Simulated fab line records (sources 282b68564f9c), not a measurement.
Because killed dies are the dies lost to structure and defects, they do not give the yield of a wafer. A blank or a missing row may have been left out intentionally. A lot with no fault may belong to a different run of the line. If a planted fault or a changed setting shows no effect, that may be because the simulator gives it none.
One fault seen from 2 desks	flow rit-cmos	numbers are kept per desk, each desk with only its own; the story behind them comes last

## FROM THE METROLOGY DESK
What the gauges read, lot by lot, whatever tool the lot ran on: means of the sampled wafers that have a number. Marked OUT: a lot whose mean sits more than 4 standard deviations from the usual mean, which makes it out of limits; the brackets give that distance.
Columns: A = cd-nm at RIT_ACTIVE_CD_MEAS_11, usual 1399.9 nm
lot	first seen here	A
L349	day 1 14:42	1401.8
L350	day 1 20:03	1399.8
L351	day 2 01:55	1398.3
L352	day 2 05:42	1398.7
L353	day 2 15:19	1400.3
L355	day 2 21:18	1399.6
L361	day 4 04:41	1408.5
L362	day 4 08:02	1406.9
L363	day 4 13:20	1399.6
L367	day 5 08:55	1403.0
L368	day 5 13:57	1402.4
L371	day 6 04:30	1400.5
This desk's verdict: no lot among the 12 shows anything out of limits.

## THE TOOL OWNER'S DESK: litho-track-04
The tool's own readings at RIT_ACTIVE_DEVELOP_10 (develop time 50 s): means of the sampled wafers that have a number, for each lot that ran on this tool. Marked OUT: a lot whose mean sits more than 4 standard deviations from the usual mean, which makes it out of limits; the brackets give that distance.
Columns: A = chill-plate-temp-C at RIT_ACTIVE_DEVELOP_10, usual 22.99 C; B = developer-temp-C at RIT_ACTIVE_DEVELOP_10, usual 23.00 C
lot	first seen here	A	B
L349	day 1 14:00	23.00	23.14
L351	day 2 01:00	23.01	23.05
L361	day 4 04:00	22.98	25.17 (+20) OUT
L362	day 4 07:00	22.85	25.36 (+21) OUT
This desk finds L361, L362 out of limits, L361 being first, at day 4 04:00 (developer-temp-C at RIT_ACTIVE_DEVELOP_10). L349, L351 stayed within limits.

## BROUGHT TOGETHER
The tool owner's desk had the chance to raise an alarm at day 4 04:00 on L361, L362.
Nothing out of limits was seen by the metrology desk.
The metrology desk holds a record of L361, L362, inside its limits.
RIT_ACTIVE_DEVELOP_10 was run on litho-track-04 by each of the lots named.

## WHAT THE SIMULATOR PUT IN
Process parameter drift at RIT_ACTIVE_DEVELOP_10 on litho-track-04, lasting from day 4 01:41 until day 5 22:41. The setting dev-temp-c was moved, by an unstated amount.
Shown lots that were struck: L361, L362.
Time in hours from fault onset to the first out-of-limits reading at each desk: the tool owner's desk, 2.
